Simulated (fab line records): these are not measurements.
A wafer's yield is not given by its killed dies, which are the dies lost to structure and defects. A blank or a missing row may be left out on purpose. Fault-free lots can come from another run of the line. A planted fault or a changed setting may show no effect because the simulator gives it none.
Split-lot study -- flow berkeley cmos170 -- 5 lots, 23 wafers read, on a route of 331 steps

## ON THE SPLIT
At UCB170_CONTACT_EXPOSE_12 (exposes mask CONT, target cd 700 nm), the setting dose mj was moved away from the recipe's 35 on 6 of the 23 wafers read, by +5.7% to +6.0%. All remaining wafers had this setting at the recipe value.

## FROM THE SPLIT TO THE READING: what the file shows between them, 2 steps
- UCB170_CONTACT_PEB_13
- UCB170_CONTACT_DEVELOP_14: develop time 45 s

## THE READING
Shown in nm: cd nm at UCB170_CONTACT_CD_MEAS_15, with target cd 700 nm. Fault-free wafers of this fab line usually give 699.9 nm, standard deviation 1.6 nm.

wafer,"tool, chamber at the split",dose mj as run,against the recipe,"cd nm, nm",against lot-mates on the recipe
L074.1,"krf scanner-02, 0",35,recipe,702.3,-
L074.3,"krf scanner-02, 0",35,recipe,701.9,-
L074.4,"krf scanner-02, 0",35,recipe,701.8,-
L074.5,"krf scanner-02, 0",35,recipe,701.4,-
L074.6,"krf scanner-02, 0",35,recipe,703.5,-
L076.2,"krf scanner-02, 0",37.1,+6.0%,708.8,+10.4
L076.3,"krf scanner-02, 0",37.1,+6.0%,708.1,+9.7
L076.4,"krf scanner-02, 0",37.1,+6.0%,709.2,+10.8
L076.5,"krf scanner-02, 0",35,recipe,697.9,-
L076.6,"krf scanner-02, 0",35,recipe,698.9,-
L075.1,"krf scanner-02, 0",35,recipe,700.6,-
L075.3,"krf scanner-02, 0",35,recipe,699.5,-
L075.4,"krf scanner-02, 0",35,recipe,699.3,-
L075.5,"krf scanner-02, 0",35,recipe,699.4,-
L075.6,"krf scanner-02, 0",35,recipe,699.1,-
L081.2,"krf scanner-02, 0",35,recipe,699.1,-
L081.3,"krf scanner-02, 0",35,recipe,698.4,-
L081.4,"krf scanner-02, 0",35,recipe,699.1,-
L085.1,"krf scanner-02, 0",36.99,+5.7%,708.9,+10.0
L085.2,"krf scanner-02, 0",36.99,+5.7%,709.0,+10.1
L085.3,"krf scanner-02, 0",35,recipe,698.5,-
L085.4,"krf scanner-02, 0",36.99,+5.7%,709.5,+10.6
L085.6,"krf scanner-02, 0",35,recipe,699.2,-

FIT RESULTS
A straight line over all 23 wafers: cd nm changes by +1.52 nm for each +1% of dose mj; r = +0.94; the points scatter about the line by 1.4 nm.
The same after taking each lot's own level away (the mean of its wafers on the recipe; 23 wafers): +1.76 nm for each +1%; r = +0.99; scatter 0.55 nm.
According to that fit, moving dose mj by its largest amount changes the reading by 11 nm.
The lots' own levels span 698.40 to 702.18 nm, that is 2.4 times the standard deviation above.
So the slope is not independent of the lot-to-lot level: the two fits are not the same.
Check: with one of the wafers moved furthest among these (+6.0%) left out of the fit, the line predicts +10.6 nm for it against its lot-mates. Against them it came out at +10.4 nm.

## ADDITIONAL SPLITS CARRIED BY THESE WAFERS
Before the reading, these wafers also passed through other splits. Each is held against what the fit with the lots' levels taken away leaves over:
other split on the same wafers,wafers away from the commonest value,r with cd nm (lot level and that fit taken away)
UCB170_PLDD_IMPLANT_08 energy kev,12,-0.12
UCB170_NLDD_IMPLANT_09 dose cm2,8,-0.31
UCB170_SPACER_ANNEAL_02 temp c,10,+0.20
UCB170_PSD_IMPLANT_08 energy kev,9,-0.01
UCB170_BACKSIDE_COAT_01 spin rpm,4,-0.14
UCB170_SILICIDE_SPUTTER_01 time s,8,-0.01
UCB170_CONTACT_CVD_01 time s,18,+0.03

## FILE'S OWN FIT
cd nm changes by +1.76 nm for each +1% of dose mj, r = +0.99.
